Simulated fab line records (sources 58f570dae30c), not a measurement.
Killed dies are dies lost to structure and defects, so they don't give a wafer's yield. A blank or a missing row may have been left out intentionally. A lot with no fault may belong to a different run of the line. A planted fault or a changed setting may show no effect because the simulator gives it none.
Matching of chambers	flow berkeley_cmos170	UCB170_SPACER_CVD_00 on pecvd-03 has 3 sister chambers
The step deposits SiO2 from TEOS/O2, target thk 376 nm, time 47 s. 6 wafers are shown with their chamber, then 7 later ones without.

== WAFERS, EACH WITH ITS CHAMBER ==
wafer	chamber	susceptor_temp_C (C)	heater_power_w (W)
L860.3	1	390.16	294
L860.6	0	390.25	342
L862.2	1	390.43	319
L862.5	2	389.93	250
L863.1	2	390.06	261
L863.3	0	390.61	282

== WAFERS MISSING THEIR CHAMBER ==
wafer	susceptor_temp_C (C)	heater_power_w (W)
L863.4	390.09	308
L874.1	390.12	356
L874.2	389.88	273
L874.6	390.13	297
L876.1	390.43	294
L876.4	389.98	345
L876.6	390.11	205

== CHAMBER TAKEN BY EACH ==
wafer	from the rows above	in truth
L863.4	can't be placed: 1 or 0 or 2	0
L874.1	can't be placed: 1 or 0 or 2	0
L874.2	can't be placed: 2 or 1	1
L874.6	can't be placed: 1 or 0 or 2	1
L876.1	can't be placed: 0 or 1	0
L876.4	can't be placed: 1 or 0 or 2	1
L876.6	can't be placed: 2 or 1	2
Placed correctly: 0 of 7. Not placeable from these rows: 7 (in 7, the candidates include the true chamber). Number placed wrongly: 0.
How it was worked out, from the rows above alone: a wafer's distance from a chamber is the root of the sum, over the readings, of the square of ((its reading less the chamber's mean) divided by the reading's scatter). The wafer belongs to the nearest chamber; if the next one is less than 2 further off, it can't be placed. A chamber's mean is the mean of its shown wafers. The scatter: take each reading less its chamber's mean, square it, sum over the shown wafers, divide by the number of wafers less the number of chambers, and take the root.
